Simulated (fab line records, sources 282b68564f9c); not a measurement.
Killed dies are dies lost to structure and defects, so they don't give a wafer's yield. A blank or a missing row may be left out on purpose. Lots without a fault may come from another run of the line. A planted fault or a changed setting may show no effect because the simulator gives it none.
One fault seen from 2 desks | flow rit_cmos | each desk has only its own numbers; what lay behind them comes last

THE METROLOGY DESK
What the gauges read, lot by lot, whatever tool the lot ran on: means of the sampled wafers that have a number. A lot is out of limits, marked OUT, if its mean lies more than 4 standard deviations from the usual mean; the brackets give that distance.
Columns: A = cd_nm at RIT_ACTIVE_CD_MEAS_11, usual 1399.6 nm; B = NWELL_OVL at RIT_NWELL_OVL_MEAS_06, usual -0.5 nm; C = PRETRO_OVL at RIT_PRETRO_OVL_MEAS_06, usual 0.5 nm
lot  | first seen here | A      | B                        | C
L995 | day 1 16:55     | 1399.5 | -0.9                     | 0.4
L996 | day 2 01:03     | 1397.7 | 0.7                      | 0.5
L997 | day 2 01:25     | 1394.8 | 0.1                      | 1.4
L998 | day 2 05:57     | 1393.8 | -2.9                     | -1.7
L999 | day 2 12:01     | 1399.4 | 1.0                      | -1.2
L101 | day 2 21:29     | 1401.5 | -180.7 (-99 or more) OUT | 1.9
L102 | day 3 01:41     | 1401.2 | -0.6                     | 1.9
L104 | day 3 12:20     | 1402.2 | -180.4 (-99 or more) OUT | 1.1
L106 | day 4 01:05     | 1400.7 | -0.3                     | 0.6
L107 | day 4 04:20     | 1396.7 | -182.4 (-99 or more) OUT | 1.3
L110 | day 4 17:28     | 1397.9 | 0.6                      | 0.2
L112 | day 5 05:35     | 1398.9 | 0.2                      | -0.0
L114 | day 5 14:58     | 1400.4 | 0.9                      | 0.1
L117 | day 6 04:29     | 1403.2 | -1.4                     | 0.3
L118 | day 6 11:07     | 1403.3 | -1.1                     | -2.1
This desk's finding: out of limits on L101, L104, L107; first on L101, day 3 03:55 (NWELL_OVL at RIT_NWELL_OVL_MEAS_06). In limits: L995, L996, L997, L998, L999, L102, L106, L110, L112, L114, L117, L118.

THE TOOL OWNER'S DESK: iline_stepper-01
The tool's own readings at RIT_NWELL_EXPOSE_03 (exposes mask M2, target cd 43900 nm): means of the sampled wafers that have a number, for each lot that ran on this tool. A lot is out of limits, marked OUT, if its mean lies more than 4 standard deviations from the usual mean; the brackets give that distance.
Columns: A = exposure_dose_mJ_cm2 at RIT_NWELL_EXPOSE_03, usual 250.04
lot  | first seen here | A
L996 | day 2 09:02     | 249.70
L101 | day 3 03:29     | 250.13
L104 | day 3 21:25     | 249.81
L107 | day 4 13:26     | 250.19
This desk's finding: nothing out of limits on any of the 4 lots.

PUT TOGETHER
The metrology desk could have raised an alarm at day 3 03:55, on L101, L104, L107.
The tool owner's desk saw nothing out of limits.
The tool owner's desk has L101, L104, L107 on record, within its limits.
Of the lots named, all ran RIT_NWELL_EXPOSE_03 on iline_stepper-01.

WHAT THE SIMULATOR HAD PUT IN
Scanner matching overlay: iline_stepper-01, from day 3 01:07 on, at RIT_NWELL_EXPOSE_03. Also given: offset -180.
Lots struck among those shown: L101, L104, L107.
Hours from the fault's start to each desk's first reading out of limits: the metrology desk, 3.
